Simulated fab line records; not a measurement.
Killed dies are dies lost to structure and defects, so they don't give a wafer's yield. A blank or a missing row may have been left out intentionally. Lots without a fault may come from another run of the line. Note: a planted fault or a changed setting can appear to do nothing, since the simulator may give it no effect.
fab line records | flow ritCmos
record lots=6 wafers=18 lastDay=7
route steps=202 shown CONTACT@172 M1@184
lots that met no fault: taken from a fault-free run of the same line
startH: hours from the record's opening day to when the first of the lot's shown wafers began | waitH: hours since the lot's step before | " same as the row above | L1.1+2: one row covering several wafers at once | - value missing, or start not given | * or withheld: withheld | < > ~ a bound
route shown NAME@n: a module of which the file shows steps, and the number in the route of the first | usual: mean and standard deviation over wafers with no fault | same: alike in all rows | chamber/n: place in a boat | sites: readings site by site | _std_site: standard deviation of those values | _edge_site: the outer-site mean with the inner-site mean subtracted | radiusMm: for every site, how far away it sits from the centre of the wafer | mask NAME#n: copy n | behind: tool/chamber where the wafer was last shaped | hold: cause of the lot's hold/its duration in hours/its outcome | device: names the non-switching transistor (n, p or np) | end of line: the route-end tests of the same wafers | a step given without rows: its recipe and nothing more | killed: dies lost to structure and defects at the first sort, not the wafer's yield | map: shows each die of a wafer: x if killed, . if not, _ if none is there
set.NAME: the setting that was run; set.NAME@STEP: the one run at that earlier step | model.NAME: the simulator's own value behind a step, which no gauge read
certain route steps with their lots: each step a table, each wafer a row
services: the hour from which a tool's chamber was out of use, counted from the record's first day as startH (under 0 if before that day), plus the number of hours and why
## steps
# step RIT_CONTACT_SOFTBAKE_04
# recipe resist=NOVOLAK tempC=90 timeS=60
# step RIT_CONTACT_EXPOSE_05
# recipe maskId=M11 na=0.6 sourceShape=conventional sigmaOuter=0.5 targetCdNm=1000 doseMj=250
# step RIT_CONTACT_PEB_06
# recipe resist=NOVOLAK tempC=withheld timeS=withheld
# step RIT_CONTACT_DEVELOP_07
# recipe resist=NOVOLAK developTimeS=120 devTempC=23
# step RIT_CONTACT_CD_MEAS_08
# recipe targetCdNm=1000
# usual cdNm=999.5/2
# columns lot.wafer tool chamber startH waitH cdNm
L254.2 cdSem-01 - 51.49 - 999.7
L254.4 " - " " 997.5
L254.6 " - " " 999.6
L261.2 cdSem-02 - 86.93 - 1000.0
L261.4 " - " " 999.7
L261.5 " - " " 1001.6
L263.2 cdSem-02 - 104.00 - 996.7
L263.4 " - " " 999.9
L263.5 " - " " 999.5
L272.1 cdSem-02 - 142.78 - 998.9
L272.3 " - " " 1000.0
L272.5 " - " " 998.6
L274.1 cdSem-01 - 151.68 - 1000.0
L274.2 " - " " 1000.6
L274.4 " - " " 1001.7
L275.2 cdSem-01 - 156.08 - 1000.0
L275.4 " - " " 1002.8
L275.6 " - " " 1000.8
# step RIT_CONTACT_OVL_MEAS_09
# usual CONTACT_OVL=0.2/1.4
# columns lot.wafer tool chamber startH waitH CONTACT_OVL[nm]
L254.2 overlay-01 - 51.60 0.1 1.8
L254.4 " - " " 1.2
L254.6 " - " " 0.2
L261.2 overlay-01 - 87.03 0.1 3.4
L261.4 " - " " 1.0
L261.5 " - " " 1.4
L263.2 overlay-02 - 104.10 0.1 0.0
L263.4 " - " " 0.1
L263.5 " - " " -1.7
L272.1 overlay-02 - 142.90 0.1 -1.1
L272.3 " - " " -1.8
L272.5 " - " " -2.2
L274.1 overlay-02 - 151.80 0.1 2.2
L274.2 " - " " 0.9
L274.4 " - " " 0.8
L275.2 overlay-01 - 156.19 0.1 1.1
L275.4 " - " " 2.9
L275.6 " - " " 2.1
# step RIT_CONTACT_HARDBAKE_10
# recipe resist=NOVOLAK tempC=140 timeS=60
# step RIT_CONTACT_ETCH_11
# recipe targetDepthA=4800 overEtchFrac=0.2 stopOn=TiSi2 chemistry=CHF3/CF4/Ar target=SiO2 CHF3_flow_sccm=50 cf4FlowSccm=10 Ar_flow_sccm=100 O2_flow_sccm=5 pressureMtorr=100 rfW=200 timeS=320
# usual drypumpMotorCurrentA=5.8/0.41 oesProductAu=0.981/0.015 throttleValvePct=8.89/0.11
# columns lot.wafer tool chamber startH waitH drypumpMotorCurrentA oesProductAu rfHoursCounterH throttleValvePct
L254.2 rieDiel-03 0 51.78 0.1 6.2 0.973 154 8.95
L254.4 " 2 " " 5.6 0.994 127 8.88
L254.6 " 2 " " 5.6 1.001 - 8.89
L261.2 rieDiel-03 3 87.21 0.1 6.0 0.966 5 8.71
L261.4 " 1 " " 5.3 0.967 2 8.86
L261.5 " 1 " " 5.3 0.972 - 8.87
L263.2 rieDiel-04 3 104.44 0.1 5.5 0.985 1 9.02
L263.4 " 2 " " 6.3 1.003 - 8.81
L263.5 " 3 " " 5.5 0.982 - 9.00
L272.1 rieDiel-01 1 143.08 0.1 6.1 0.949 138 8.67
L272.3 " 2 " " 5.4 0.993 10 8.93
L272.5 " 1 " " 6.1 0.961 - 8.66
L274.1 rieDiel-04 0 151.98 0.1 6.3 1.001 36 9.00
L274.2 " 3 " " 5.5 0.982 2 9.00
L274.4 " 1 " " 5.7 0.990 2 9.02
L275.2 rieDiel-03 0 156.37 0.1 6.2 0.972 0 8.94
L275.4 " 3 " " 6.0 0.972 - 8.71
L275.6 " 2 " " 5.6 0.989 - 8.90
# step RIT_CONTACT_STRIP_12
# recipe chemistry=O2 timeS=180 resist=NOVOLAK platenTempC=withheld powerW=500 pressureMtorr=4000 o2FlowSccm=4000
# usual drypumpMotorCurrentA=5.37/0.26 rfReflPowerW=6.8/1.3
# columns lot.wafer tool chamber startH waitH drypumpMotorCurrentA rfHoursCounterH rfReflPowerW
L254.2 plasmaAsher-01 0 51.97 0.1 5.29 40 8.2
L254.4 " 0 " " 5.34 - 8.1
L254.6 " 1 " " 5.24 - 4.0
L261.2 plasmaAsher-01 0 87.41 0.1 5.32 44 8.3
L261.4 " 1 " " 5.28 - 4.2
L261.5 " 0 " " 5.28 - 8.3
L263.2 plasmaAsher-01 1 104.64 0.1 5.25 45 4.3
L263.4 " 1 " " 5.26 - 4.1
L263.5 " 1 " " 5.27 - 4.1
L272.1 plasmaAsher-01 0 143.28 0.1 5.30 3 8.3
L272.3 " 0 " " 5.32 - 8.1
L272.5 " 0 " " 5.31 - 8.3
L274.1 plasmaAsher-03 0 152.18 0.1 5.90 52 6.6
L274.2 " 1 " " 4.96 52 6.0
L274.4 " 1 " " 4.97 - 6.0
L275.2 plasmaAsher-02 1 156.56 0.1 5.38 38 6.6
L275.4 " 0 " " 5.33 - 8.2
L275.6 " 0 " " 5.39 - 8.2
# step RIT_CONTACT_CD_MEAS_90
# recipe targetCdNm=1000
# usual cdNm=999.5/2
# columns lot.wafer tool chamber startH waitH cdNm
L254.2 cdSem-02 - 52.17 0.1 999.4
L254.4 " - " " 997.8
L254.6 " - " " 999.9
L261.2 cdSem-02 - 87.60 0.1 999.7
L261.4 " - " " 999.8
L261.5 " - " " 1001.6
L263.2 cdSem-02 - 104.83 0.1 996.9
L263.4 " - " " 1000.2
L263.5 " - " " 999.7
L272.1 cdSem-01 - 143.45 0.1 998.1
L272.3 " - " " 999.6
L272.5 " - " " 998.0
L274.1 cdSem-02 - 152.35 0.1 1000.1
L274.2 " - " " 1000.9
L274.4 " - " " 1001.9
L275.2 cdSem-02 - 156.76 0.1 1000.1
L275.4 " - " " 1003.0
L275.6 " - " " 1001.3
# step RIT_CONTACT_CLEAN_13
# recipe chemistry=SC1 mix=3:3:50 timeS=600 tempC=75
# step RIT_CONTACT_CLEAN_14
# recipe chemistry=SC2 mix=3:3:50 timeS=600 tempC=75 dry=n2Spin
# step RIT_M1_SPUTTER_00
# recipe material=Al targetThkNm=400 powerW=2000 chamberPressurePa=0.4 gas=Ar timeS=500 substrateTempC=25
# usual throttleValvePct=30.3/1.2
# columns lot.wafer tool chamber startH waitH throttleValvePct model.Al_of_M1_SPUTTER_00.thkNm
L254.2 pvdSputter-02 - 52.63 0.0 30.4 403.8
L254.4 " - " " 32.1 403.9
L254.6 " - " " 28.9 406.6
L261.2 pvdSputter-03 - 88.05 0.0 28.9 399.7
L261.4 " - " " 29.5 402.3
L261.5 " - " " 31.5 186.2
L263.2 pvdSputter-03 - 105.28 0.0 29.0 402.1
L263.4 " - " " 29.6 404.2
L263.5 " - " " 31.7 190.1
L272.1 pvdSputter-04 - 144.10 0.0 31.7 406.4
L272.3 " - " " 31.7 401.5
L272.5 " - " " 31.6 402
L274.1 pvdSputter-04 - 152.82 0.0 31.7 409.3
L274.2 " - " " 28.5 407.7
L274.4 " - " " 31.7 402
L275.2 pvdSputter-03 - 157.21 0.0 31.6 402.3
L275.4 " - " " 29.4 402.6
L275.6 " - " " 29.7 401
# step RIT_M1_RS_MEAS_01
# recipe thkMeasGauge=four-point-probe reads=Al_of_M1_SPUTTER_00
# usual M1_AL_RS=0.0729/0.00064
# columns lot.wafer tool chamber startH waitH M1_AL_RS[ohm/sq]
L254.2 filmMetro-04 - 52.95 0.2 0.0724
L254.4 " - " " 0.0725
L254.6 " - " " 0.0719
L261.2 filmMetro-02 - 88.37 0.2 0.0734
L261.4 " - " " 0.0729
L261.5 " - " " 0.1633
L263.2 filmMetro-04 - 105.60 0.2 0.0730
L263.4 " - " " 0.0724
L263.5 " - " " 0.1596
L272.1 filmMetro-02 - 144.39 0.1 0.0721
L272.3 " - " " 0.0732
L272.5 " - " " 0.0729
L274.1 filmMetro-01 - 153.12 0.1 0.0717
L274.2 " - " " 0.0720
L274.4 " - " " 0.0731
L275.2 filmMetro-02 - 157.52 0.2 0.0731
L275.4 " - " " 0.0729
L275.6 " - " " 0.0732
# step RIT_M1_THK_MEAS_02
# recipe thkMeasGauge=xrf reads=Al_of_M1_SPUTTER_00
# usual M1_AL_THK=397/3.8
# columns lot.wafer tool chamber startH waitH M1_AL_THK[nm]
L254.2 filmMetro-04 - 53.06 0.1 398
L254.4 " - " " 398
L254.6 " - " " 401
L261.2 filmMetro-02 - 88.48 0.1 396
L261.4 " - " " 400
L261.5 " - " " 183
L263.2 filmMetro-04 - 105.71 0.1 395
L263.4 " - " " 399
L263.5 " - " " 188
L272.1 filmMetro-02 - 144.51 0.1 404
L272.3 " - " " 397
L272.5 " - " " 399
L274.1 filmMetro-01 - 153.24 0.1 403
L274.2 " - " " 404
L274.4 " - " " 397
L275.2 filmMetro-02 - 157.63 0.1 398
L275.4 " - " " 398
L275.6 " - " " 398
# step RIT_M1_HMDS_03
# recipe primeTimeS=60 primeTempC=140
# step RIT_M1_COAT_04
# recipe resist=NOVOLAK spinRpm=2000 resistThkNm=1300
# step RIT_M1_SOFTBAKE_05
# recipe resist=NOVOLAK tempC=90 timeS=60
# step RIT_M1_EXPOSE_06
# recipe maskId=M12 na=0.6 sourceShape=conventional sigmaOuter=0.5 targetCdNm=2600 doseMj=250
# step RIT_M1_PEB_07
# recipe resist=NOVOLAK tempC=withheld timeS=withheld
# step RIT_M1_DEVELOP_08
# recipe resist=NOVOLAK developTimeS=68 devTempC=23
# step RIT_M1_CD_MEAS_09
# recipe targetCdNm=2600
# usual cdNm=2600.3/2.3
# columns lot.wafer tool chamber startH waitH cdNm
L254.2 cdSem-02 - 54.13 - 2600.7
L254.4 " - " " 2601.9
L254.6 " - " " 2600.9
L261.2 cdSem-01 - 89.43 - 2595.0
L261.4 " - " " 2597.6
L261.5 " - " " 2594.9
L263.2 cdSem-02 - 106.78 - 2601.9
L263.4 " - " " 2601.2
L263.5 " - " " 2604.7
L272.1 cdSem-02 - 145.58 - 2603.5
L272.3 " - " " 2602.7
L272.5 " - " " 2602.7
L274.1 cdSem-01 - 154.18 - 2603.2
L274.2 " - " " 2599.9
L274.4 " - " " 2603.3
L275.2 cdSem-02 - 158.73 - 2600.4
L275.4 " - " " 2601.3
L275.6 " - " " 2600.8
# step RIT_M1_OVL_MEAS_10
# usual M1_OVL=-0.6/1.5
# columns lot.wafer tool chamber startH waitH M1_OVL[nm]
L254.2 overlay-02 - 54.24 0.1 -3.9
L254.4 " - " " -2.5
L254.6 " - " " -2.0
L261.2 overlay-02 - 89.53 0.1 -3.0
L261.4 " - " " -3.0
L261.5 " - " " -0.1
L263.2 overlay-01 - 106.89 0.1 0.7
L263.4 " - " " 2.2
L263.5 " - " " 1.7
L272.1 overlay-01 - 145.70 0.1 0.7
L272.3 " - " " 1.1
L272.5 " - " " 1.7
L274.1 overlay-01 - 154.30 0.1 1.0
L274.2 " - " " 3.4
L274.4 " - " " 0.6
L275.2 overlay-01 - 158.84 0.1 -0.2
L275.4 " - " " -1.0
L275.6 " - " " -1.2
# step RIT_M1_HARDBAKE_11
# recipe resist=NOVOLAK tempC=140 timeS=120
# step RIT_M1_METAL_ETCH_12
# recipe stopOn=SiO2 chemistry=Cl2/BCl3 target=Al timeS=165 overEtchFrac=0.5 pressureMtorr=100 targetDepthA=6000 rfW=250 Cl2_flow_sccm=60 bcl3FlowSccm=50
# usual drypumpMotorCurrentA=5.61/0.12 oesProductAu=0.777/0.013 throttleValvePct=8.34/0.073
# columns lot.wafer tool chamber startH waitH drypumpMotorCurrentA oesProductAu rfHoursCounterH throttleValvePct
L254.2 rieMetal-01 1 54.52 0.2 5.53 0.777 4.0 8.25
L254.4 " 0 " " 5.68 0.753 - 8.36
L254.6 " 0 " " 5.70 0.773 - 8.36
L261.2 rieMetal-04 1 89.81 0.2 5.56 0.765 0.9 8.30
L261.4 " 0 " " 5.83 0.790 - 8.39
L261.5 " 1 " " 5.55 0.538 - 8.36
L263.2 rieMetal-01 1 107.17 0.2 5.55 0.775 4.7 8.24
L263.4 " 1 " " 5.52 0.777 - 8.23
L263.5 " 1 " " 5.54 0.543 - 8.28
L272.1 rieMetal-01 1 145.98 0.2 5.53 0.780 5.2 8.24
L272.3 " 0 " " 5.69 0.770 - 8.36
L272.5 " 0 " " 5.65 0.765 - 8.37
L274.1 rieMetal-03 1 154.58 0.2 5.61 0.817 3.2 8.45
L274.2 " 0 " " 5.43 0.771 3.2 8.29
L274.4 " 1 " " 5.61 0.803 - 8.45
L275.2 rieMetal-01 1 159.12 0.2 5.52 0.778 5.4 8.24
L275.4 " 1 " " 5.53 0.777 - 8.23
L275.6 " 1 " " 5.52 0.778 - 8.24
# step RIT_M1_STRIP_13
# recipe chemistry=nmp resist=NOVOLAK tempC=80 timeS=600 dry=n2Spin
# step RIT_M1_PROBE_99
# usual defectLimitedYield=97.4/1 killedAtContacts=0.1/0.31 killedAtFrontEnd=6.8/2.7 killedDies=6.9/2.7 killedOpen=3.3/1.8 killedShort=3.5/1.8 sort_bin_3_pad_short=0.2/0.23 sort_bin_5_function=1.5/0.86 sort_bin_6_memory=1.0/0.61 sortNPass=257.1/2.7 sortYieldPct=97.4/1
# same grossDies=264 killed_at_M0_to_M3=0 killed_at_M4_up=0 killedAtBackSide=0 killedAtOther=0
# columns lot.wafer tool chamber startH waitH defectLimitedYield[%] killedAtContacts killedAtFrontEnd killedDies killedOpen killedShort sort_bin_3_pad_short[%] sort_bin_5_function[%] sort_bin_6_memory[%] sortNPass sortYieldPct[%] model.etest.m1.rsOhmSq model.etest.antennaM1.vtShiftV
L254.2 prober-01 - 58.72 0.1 98.1 0 5 5 3 1 0 1.9 0 259.0 98.1 0.07198 -0.01138
L254.4 prober-01 - 58.82 0.2 97.0 0 8 8 5 3 0.4 0.8 1.9 256.0 97.0 0.07183 -0.01283
L254.6 prober-01 - 58.92 0.2 96.2 0 10 10 4 6 0 2.3 1.5 254.0 96.2 0.07138 -0.01371
L261.2 prober-02 - 92.11 0.1 97.7 1 5 6 3 3 0.4 1.5 0.4 258.0 97.7 0.07251 -0.008107
L261.4 prober-02 - 92.21 0.2 98.9 1 2 3 0 3 0.4 0 0.8 261.0 98.9 0.07211 -0.01362
L261.5 prober-02 - 92.26 0.2 97.3 0 7 7 3 4 0 1.5 1.1 257.0 97.3 0.1559 -0.01776
L263.2 prober-01 - 109.81 0.1 96.6 1 8 9 4 5 0.4 2.3 0.8 255.0 96.6 0.07214 -0.01253
L263.4 prober-01 - 109.91 0.2 98.1 0 5 5 2 3 0 0.4 1.5 259.0 98.1 0.07183 -0.01083
L263.5 prober-01 - 109.96 0.2 98.1 0 5 5 2 3 0 0.8 1.1 259.0 98.1 0.1525 -0.01875
L272.1 prober-02 - 148.24 0.1 98.1 0 5 5 2 3 0.4 0.8 0.8 259.0 98.1 0.0718 -0.00594
L272.3 prober-02 - 148.34 0.2 98.5 1 3 4 3 1 0 0.8 0.8 260.0 98.5 0.07244 -0.01495
L272.5 prober-02 - 148.44 0.2 96.2 1 9 10 5 4 0.8 1.5 1.5 254.0 96.2 0.07202 -0.01158
L274.1 prober-02 - 156.84 0.1 95.8 0 11 11 5 6 0 2.3 1.9 253.0 95.8 0.07099 -0.01261
L274.2 prober-02 - 156.89 0.1 95.1 0 13 13 8 5 0.4 3.8 0.8 251.0 95.1 0.07131 -0.01132
L274.4 prober-02 - 156.99 0.2 98.9 0 3 3 2 1 0 0.4 0.8 261.0 98.9 0.07221 -0.0154
L275.2 prober-01 - 161.42 0.1 99.2 0 2 2 2 0 0 0.8 0 262.0 99.2 0.07196 -0.009674
L275.4 prober-01 - 161.52 0.2 97.7 0 6 6 2 4 0 0.4 1.9 258.0 97.7 0.07276 -0.01201
L275.6 prober-01 - 161.62 0.2 96.2 0 10 10 6 4 0.4 2.7 0.8 254.0 96.2 0.07233 -0.01191
# killed by level:class
L254.2 GATE:geometricParticle:open=2 FOX1:geometricParticle:open=1 GATE:geometricParticle:short=1 NWELL:coatMicrobubblePrinted=1
L254.4 GATE:geometricParticle:open=2 REOX:geometricParticle:open=2 GATE:geometricParticle:short=1 REOX:geometricParticle:short=1 SILICIDE:geometricParticle:open=1 SILICIDE:geometricParticle:short=1
L254.6 GATE:geometricParticle:open=3 GATE:geometricParticle:short=3 REOX:geometricParticle:short=2 FOX1:geometricParticle:open=1 FOX1:geometricParticle:short=1
L261.2 GATE:geometricParticle:short=1 GATE:geometricParticle:open=1 REOX:geometricParticle:short=1 REOX:geometricParticle:open=1 SILICIDE:geometricParticle:open=1 CONTACT:geometricParticle:short=1
L261.4 FOX1:geometricParticle:short=1 REOX:geometricParticle:short=1 CONTACT:geometricParticle:short=1
L261.5 SILICIDE:geometricParticle:short=2 FOX1:geometricParticle:open=1 GATE:geometricParticle:short=1 REOX:geometricParticle:open=1 REOX:geometricParticle:short=1 SPACER:geometricParticle:open=1
L263.2 FOX1:geometricParticle:open=2 SILICIDE:geometricParticle:short=2 FOX1:geometricParticle:short=1 FOX2:geometricParticle:short=1 GATE:geometricParticle:open=1 SILICIDE:geometricParticle:open=1 CONTACT:geometricParticle:short=1
L263.4 FOX1:geometricParticle:short=1 GATE:geometricParticle:short=1 GATE:geometricParticle:open=1 SILICIDE:geometricParticle:short=1 SILICIDE:geometricParticle:open=1
L263.5 FOX1:geometricParticle:short=2 GATE:geometricParticle:open=1 REOX:geometricParticle:short=1 SPACER:geometricParticle:open=1
L272.1 FOX1:geometricParticle:open=2 REOX:geometricParticle:short=2 FOX1:geometricParticle:short=1
L272.3 FOX2:geometricParticle:open=1 GATE:geometricParticle:open=1 REOX:geometricParticle:short=1 CONTACT:geometricParticle:open=1
L272.5 GATE:geometricParticle:open=2 SPACER:geometricParticle:short=2 ACTIVE:geometricParticle:open=1 FOX1:geometricParticle:open=1 GATE:geometricParticle:short=1 REOX:geometricParticle:open=1 REOX:geometricParticle:short=1 CONTACT:coatMicrobubblePrinted=1
L274.1 GATE:geometricParticle:short=4 GATE:geometricParticle:open=3 FOX2:geometricParticle:open=1 REOX:geometricParticle:open=1 REOX:geometricParticle:short=1 SPACER:geometricParticle:short=1
L274.2 GATE:geometricParticle:short=4 GATE:geometricParticle:open=3 SILICIDE:geometricParticle:open=3 REOX:geometricParticle:open=1 SPACER:geometricParticle:open=1 SPACER:geometricParticle:short=1
L274.4 FOX1:geometricParticle:open=1 GATE:geometricParticle:short=1 SILICIDE:geometricParticle:open=1
L275.2 FOX1:geometricParticle:open=1 REOX:geometricParticle:open=1
L275.4 FOX1:geometricParticle:open=1 FOX1:geometricParticle:short=1 FOX2:geometricParticle:short=1 GATE:geometricParticle:open=1 REOX:geometricParticle:short=1 SILICIDE:geometricParticle:short=1
L275.6 FOX1:geometricParticle:open=2 FOX1:geometricParticle:short=2 SPACER:geometricParticle:open=2 GATE:geometricParticle:open=1 REOX:geometricParticle:short=1 SPACER:geometricParticle:short=1 SILICIDE:geometricParticle:open=1
## services
# columns tool chamber startH hours kind
rieMetal-04 0 28.00 3.1 repair
rieDiel-04 3 30.85 - clean
plasmaAsher-01 - 31.89 11.1 repair
rieMetal-03 - 51.85 28.2 repair
pvdSputter-02 - 54.59 1.1 repair
rieMetal-04 - 70.45 0.3 repair
rieDiel-01 3 73.26 4.4 repair
rieDiel-03 - 95.47 0.4 repair
rieDiel-04 0 104.39 7.0 repair
plasmaAsher-01 - 108.75 9.0 pm
plasmaAsher-01 0 108.75 9.0 ventCycle
plasmaAsher-01 1 108.75 9.0 ventCycle
plasmaAsher-01 0 117.75 - clean
plasmaAsher-01 1 117.75 - clean
rieMetal-01 - 123.17 0.8 repair
rieDiel-03 0 123.72 - clean
rieDiel-03 0 123.72 12.9 scheduledDown
rieDiel-03 0 123.72 12.9 ventCycle
pvdSputter-02 - 126.57 2.8 repair
pvdSputter-03 - 135.78 5.3 repair
pvdSputter-02 - 136.29 2.7 repair
rieDiel-03 3 137.19 5.7 repair
pvdSputter-03 - 143.10 2.3 repair
rieDiel-03 1 155.87 3.6 repair
## key
firstSign step=RIT_M1_RS_MEAS_01 reading=M1_AL_RS direction=up sigmas=99+ usual=0.0729 struck=0.1614
effect step=RIT_M1_THK_MEAS_02 reading=M1_AL_THK direction=down sigmas=55 usual=397 struck=185
effect step=RIT_M1_METAL_ETCH_12 reading=oesProductAu direction=down sigmas=18 usual=0.777 struck=0.541
modelEffect step=RIT_M1_SPUTTER_00 value=Al_of_M1_SPUTTER_00.thkNm without=405.7 struck=188.2
modelEffect step=RIT_M1_PROBE_99 value=etest.m1.rsOhmSq without=0.0715 struck=0.1542
metAt RIT_M1_SPUTTER_00
struckWafers L261.5,L263.5
fault kind=processParameterDrift tool=pvdSputter-03 chamber=- onsetH=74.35 steps=RIT_M1_SPUTTER_00 channel=targetThkNm offset=-217.58 shape=step endH=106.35 stated=400 scope=struckWafersOnly
